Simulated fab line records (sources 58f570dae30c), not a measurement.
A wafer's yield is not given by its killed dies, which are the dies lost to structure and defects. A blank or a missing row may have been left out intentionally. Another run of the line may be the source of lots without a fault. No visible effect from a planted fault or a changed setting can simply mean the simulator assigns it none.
Code-filled problem report in 8D (eight disciplines) form :: flow berkeleyCmos170 :: the parts of the form that need people (team, actions taken, sign-off) are left out

## 1. WHAT IS WRONG
heaterPowerTotalW at UCB170_PFIELD_SOFTBAKE_02 reads a mean of 58.63 W on 6 wafers of 2 lots; wafers without a fault read 56.80 W with a standard deviation of 0.049. That puts it +37 standard deviations away from the usual mean.
The step: time 60 s.
Earliest sighting: wafer L958.2 on lithoTrack-03 at day 9 09:07. Wafers with a number at this step in the record: 42, from 14 lots. Rule for "out" (also "out of limits"): further than 4 standard deviations from the usual mean. The rest of the wafers with a number are treated as sound.

## 2. WHAT IT IS; WHAT IT IS NOT
question: which readings at this step
is: heaterPowerTotalW, plateTempC
is not: -

question: which lots
is: L958, L959
is not: L936, L937, L940, L941, L942, L943, L944, L947, L950, L952, L954, L955

question: which wafers of those lots
is: all that have a number
is not: -

question: read on which tools
is: lithoTrack-03
is not: lithoTrack-01, lithoTrack-04

question: when
is: from day 9 09:07
is not: up to then (36 sound wafers)

## 3. WHAT RULES OUT EACH SUSPECT
Counting: a tool at a process step up to the reading stays a suspect if it ran every lot that is out and no sound lot after the first of them.
- lithoTrack-03 at UCB170_PFIELD_SOFTBAKE_02 (time 60 s): kept. All lots that are out passed through it, beginning with L958 at day 9 09:07, and no sound lot followed; its final sound lot before that point was L955 at day 8 14:46. Its own readings are out on those wafers: heaterPowerTotalW, plateTempC.
Left after counting: lithoTrack-03 at UCB170_PFIELD_SOFTBAKE_02.

## 4. THE CAUSE (what the simulator had put in)
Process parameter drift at UCB170_PFIELD_SOFTBAKE_02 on lithoTrack-03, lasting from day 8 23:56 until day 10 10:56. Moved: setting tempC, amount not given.
After counting, this tool was the only one left.

## 5. THE CHAIN OF EFFECTS, in route order
Each row: a reading where the mean over the struck wafers with a number is more than 3 standard deviations away from the usual. Only readings for which the record gives a usual standard deviation are gone through. hours: the time from each lot's start at the first step in this table that gives one to its start at this step, as a median over the lots. sigmas: the change in usual standard deviations.
hours: 0
step: UCB170_PFIELD_SOFTBAKE_02
reading: heaterPowerTotalW
usual: 56.80 W
on struck wafers: 58.63
change: +1.83
sigmas: +37

hours: 0
step: UCB170_PFIELD_SOFTBAKE_02
reading: plateTempC
usual: 130.03 C
on struck wafers: 133.26
change: +3.23
sigmas: +29
Here are the process steps it includes:
- UCB170_PFIELD_SOFTBAKE_02: time 60 s.

## 6. WHAT WOULD HAVE CAUGHT IT SOONER
In this record no reading fell out of limits until day 9 09:07, 9 hours after the fault had begun at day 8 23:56.
